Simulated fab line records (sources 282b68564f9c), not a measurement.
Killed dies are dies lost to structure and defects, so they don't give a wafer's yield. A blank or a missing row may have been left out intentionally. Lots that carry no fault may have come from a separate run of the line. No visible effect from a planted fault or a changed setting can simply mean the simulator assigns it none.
Split-lot experiment :: flow rit cmos :: route with 202 steps; 5 lots, 23 wafers read

## SPLIT DETAILS
At RIT_NWELL_IMPLANT_08, the setting energy kev was moved away from the recipe's 170 on 7 of the 23 wafers read, by -1.6% to +4.4%. The other wafers ran this setting at the recipe's value.

Reading taken at the split's own step.

## THE READING
implant.drp nm (the simulator's own value, which no gauge read), in nm, at RIT_NWELL_IMPLANT_08. The file does not state a usual value for it.

wafer: L074.2
tool, chamber at the split: implanter-02, 0
energy kev as run: 170
against the recipe: recipe
implant.drp nm, nm: 68.82
against lot-mates on the recipe: -

wafer: L074.3
tool, chamber at the split: implanter-02, 0
energy kev as run: 170
against the recipe: recipe
implant.drp nm, nm: 68.82
against lot-mates on the recipe: -

wafer: L074.4
tool, chamber at the split: implanter-02, 0
energy kev as run: 170
against the recipe: recipe
implant.drp nm, nm: 68.82
against lot-mates on the recipe: -

wafer: L074.5
tool, chamber at the split: implanter-02, 0
energy kev as run: 170
against the recipe: recipe
implant.drp nm, nm: 68.82
against lot-mates on the recipe: -

wafer: L074.6
tool, chamber at the split: implanter-02, 0
energy kev as run: 170
against the recipe: recipe
implant.drp nm, nm: 68.82
against lot-mates on the recipe: -

wafer: L075.1
tool, chamber at the split: implanter-04, 0
energy kev as run: 170
against the recipe: recipe
implant.drp nm, nm: 68.82
against lot-mates on the recipe: -

wafer: L075.6
tool, chamber at the split: implanter-04, 0
energy kev as run: 170
against the recipe: recipe
implant.drp nm, nm: 68.82
against lot-mates on the recipe: -

wafer: L075.2
tool, chamber at the split: implanter-04, 0
energy kev as run: 167.3
against the recipe: -1.6%
implant.drp nm, nm: 68.01
against lot-mates on the recipe: -0.81

wafer: L075.3
tool, chamber at the split: implanter-04, 0
energy kev as run: 167.3
against the recipe: -1.6%
implant.drp nm, nm: 68.01
against lot-mates on the recipe: -0.81

wafer: L075.4
tool, chamber at the split: implanter-04, 0
energy kev as run: 167.3
against the recipe: -1.6%
implant.drp nm, nm: 68.01
against lot-mates on the recipe: -0.81

wafer: L081.1
tool, chamber at the split: implanter-01, 0
energy kev as run: 170
against the recipe: recipe
implant.drp nm, nm: 68.82
against lot-mates on the recipe: -

wafer: L081.2
tool, chamber at the split: implanter-01, 0
energy kev as run: 170
against the recipe: recipe
implant.drp nm, nm: 68.82
against lot-mates on the recipe: -

wafer: L081.6
tool, chamber at the split: implanter-01, 0
energy kev as run: 170
against the recipe: recipe
implant.drp nm, nm: 68.82
against lot-mates on the recipe: -

wafer: L082.1
tool, chamber at the split: implanter-04, 0
energy kev as run: 177.5
against the recipe: +4.4%
implant.drp nm, nm: 71.09
against lot-mates on the recipe: +2.27

wafer: L082.4
tool, chamber at the split: implanter-04, 0
energy kev as run: 177.5
against the recipe: +4.4%
implant.drp nm, nm: 71.09
against lot-mates on the recipe: +2.27

wafer: L082.2
tool, chamber at the split: implanter-04, 0
energy kev as run: 170
against the recipe: recipe
implant.drp nm, nm: 68.82
against lot-mates on the recipe: -

wafer: L082.3
tool, chamber at the split: implanter-04, 0
energy kev as run: 170
against the recipe: recipe
implant.drp nm, nm: 68.82
against lot-mates on the recipe: -

wafer: L082.6
tool, chamber at the split: implanter-04, 0
energy kev as run: 170
against the recipe: recipe
implant.drp nm, nm: 68.82
against lot-mates on the recipe: -

wafer: L084.1
tool, chamber at the split: implanter-02, 0
energy kev as run: 170
against the recipe: recipe
implant.drp nm, nm: 68.82
against lot-mates on the recipe: -

wafer: L084.5
tool, chamber at the split: implanter-02, 0
energy kev as run: 170
against the recipe: recipe
implant.drp nm, nm: 68.82
against lot-mates on the recipe: -

wafer: L084.6
tool, chamber at the split: implanter-02, 0
energy kev as run: 170
against the recipe: recipe
implant.drp nm, nm: 68.82
against lot-mates on the recipe: -

wafer: L084.2
tool, chamber at the split: implanter-02, 0
energy kev as run: 174.3
against the recipe: +2.5%
implant.drp nm, nm: 70.13
against lot-mates on the recipe: +1.31

wafer: L084.4
tool, chamber at the split: implanter-02, 0
energy kev as run: 174.3
against the recipe: +2.5%
implant.drp nm, nm: 70.13
against lot-mates on the recipe: +1.31

FIT RESULTS
A straight line over all 23 wafers: implant.drp nm changes by +0.514 nm for each +1% of energy kev; r = +1.00; the points scatter about the line by 0.0033 nm.
The same after taking each lot's own level away (the mean of its wafers on the recipe; 23 wafers): +0.514 nm for each +1%; r = +1.00; scatter 0.0033 nm.
On that fit, the largest move of energy kev shifts the reading by 2.3 nm.
The lots' own levels span 68.820 to 68.820 nm.
So the lot-to-lot level changes the slope little: the two slopes agree.
Check: for one of the wafers moved furthest among these (+4.4%), held out of the fit, the line's prediction against its lot-mates is +2.27 nm. Against them it came out at +2.27 nm.

## ADDITIONAL SPLITS CARRIED BY THESE WAFERS
These wafers also went through other splits before the reading. Each is held against what the fit with the lots' levels taken away leaves over:
other split on the same wafers: RIT_ACTIVE_CVD_03 sih2cl2 flow sccm
wafers away from the commonest value: 15
r with implant.drp nm (lot level and that fit taken away): -0.11

other split on the same wafers: RIT_ACTIVE_EXPOSE_08 dose mj
wafers away from the commonest value: 7
r with implant.drp nm (lot level and that fit taken away): -0.44

other split on the same wafers: RIT_ACTIVE_ETCH_13 rf w
wafers away from the commonest value: 9
r with implant.drp nm (lot level and that fit taken away): -0.42

other split on the same wafers: RIT_FOX2_OXIDATION_00 ox time s
wafers away from the commonest value: 15
r with implant.drp nm (lot level and that fit taken away): +0.33

## THE WHOLE CHAIN: every reading that the file lists as answering this split, in the file's order
step: RIT_NWELL_IMPLANT_08
what it does: 
reading: implant.rp nm (the simulator's own value, which no gauge read)
change (the file's fit): +2.2 nm for each +1% of the setting
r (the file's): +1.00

step: RIT_NWELL_IMPLANT_08
what it does: 
reading: implant.drp nm (the simulator's own value, which no gauge read)
change (the file's fit): +0.514 nm for each +1% of the setting
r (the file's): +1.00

## FILE'S OWN FIT
implant.drp nm changes by +0.514 nm for each +1% of energy kev, r = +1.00.
